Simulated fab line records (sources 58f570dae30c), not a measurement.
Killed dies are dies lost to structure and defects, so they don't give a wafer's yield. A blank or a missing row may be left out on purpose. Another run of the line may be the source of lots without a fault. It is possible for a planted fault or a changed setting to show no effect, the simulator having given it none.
Problem report, 8D (eight disciplines) form, completed by code -- flow berkeley cmos170 -- the parts of the form that need people (team, actions taken, sign-off) are left out

1. THE ISSUE
At UCB170_M1_METAL_ETCH_12, bias w averages 108.8 W over 6 wafers from 2 lots, while fault-free wafers read 120.0 W, standard deviation 0.34. Relative to the usual mean, that is a shift of -33 standard deviations.
The step: etches Al in Cl2/BCl3, stops on PSG, target depth 780 nm, time 130 s.
Earliest sighting: wafer L563.2 on rie metal-02 at day 9 13:19. Wafers with a number at this step in the record: 42, from 14 lots. Rule for "out" (also "out of limits"): further than 4 standard deviations from the usual mean. The other wafers with a number count as sound.

2. WHAT IT IS AND WHAT IT IS NOT
question,is,is not
which readings at this step,bias w,"drypump motor current A, oes product au, throttle valve pct"
which lots,"L563, L566","L558, L559, L560, L562, L564, L571, L573, L576, L577, L578, L579, L581"
which wafers of those lots,all that have a number,-
read on which tools,rie metal-02,"rie metal-03, rie metal-04"
when,from day 9 13:19,"up to then (12 sound wafers); but 24 sound wafers of L564, L571, L573, L576, L577, L578, L579, L581 came after"

3. THE SUSPECTS, EACH WITH WHAT RULES IT OUT
Counting: a tool at a process step up to the reading stays a suspect if it ran every lot that is out and no sound lot after the first of them.
- rie metal-02 at UCB170_M1_METAL_ETCH_12 (etches Al in Cl2/BCl3, stops on PSG, target depth 780 nm, time 130 s): ruled out as a lasting fault. Sound lots L579, L581 ran on it after its first lot that is out, L563 (day 9 13:19).
Left after counting: nothing in the record.

4. THE CAUSE (what the simulator had put in)
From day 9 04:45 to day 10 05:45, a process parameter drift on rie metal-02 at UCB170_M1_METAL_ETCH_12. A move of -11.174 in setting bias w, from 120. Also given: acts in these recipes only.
Counting ruled it out, wrongly.

5. THE EFFECT CHAIN, in route order
Each row: a reading where the mean over the struck wafers with a number is more than 3 standard deviations away from the usual. Readings are gone through only where the record gives a usual standard deviation; hours: the median, over the lots, of the time from a lot's start at the first step in this table giving one to that lot's start at this step; sigmas: the change measured in usual standard deviations.
hours,step,reading,usual,on struck wafers,change,sigmas
0,UCB170_M1_METAL_ETCH_12,bias w,120.0 W,108.8,-11.2,-33
Here are the process steps it includes:
- UCB170_M1_METAL_ETCH_12: etches Al in Cl2/BCl3, stops on PSG, target depth 780 nm, time 130 s.
At these later measuring or inspecting steps, every struck wafer for which the step has a row has a number for every such reading, and none has moved that far: UCB170_M2_CD_MEAS_15.

6. WHAT WOULD HAVE CAUGHT IT SOONER
First out-of-limits reading in this record: day 9 13:19, which is 9 hours after fault onset at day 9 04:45.
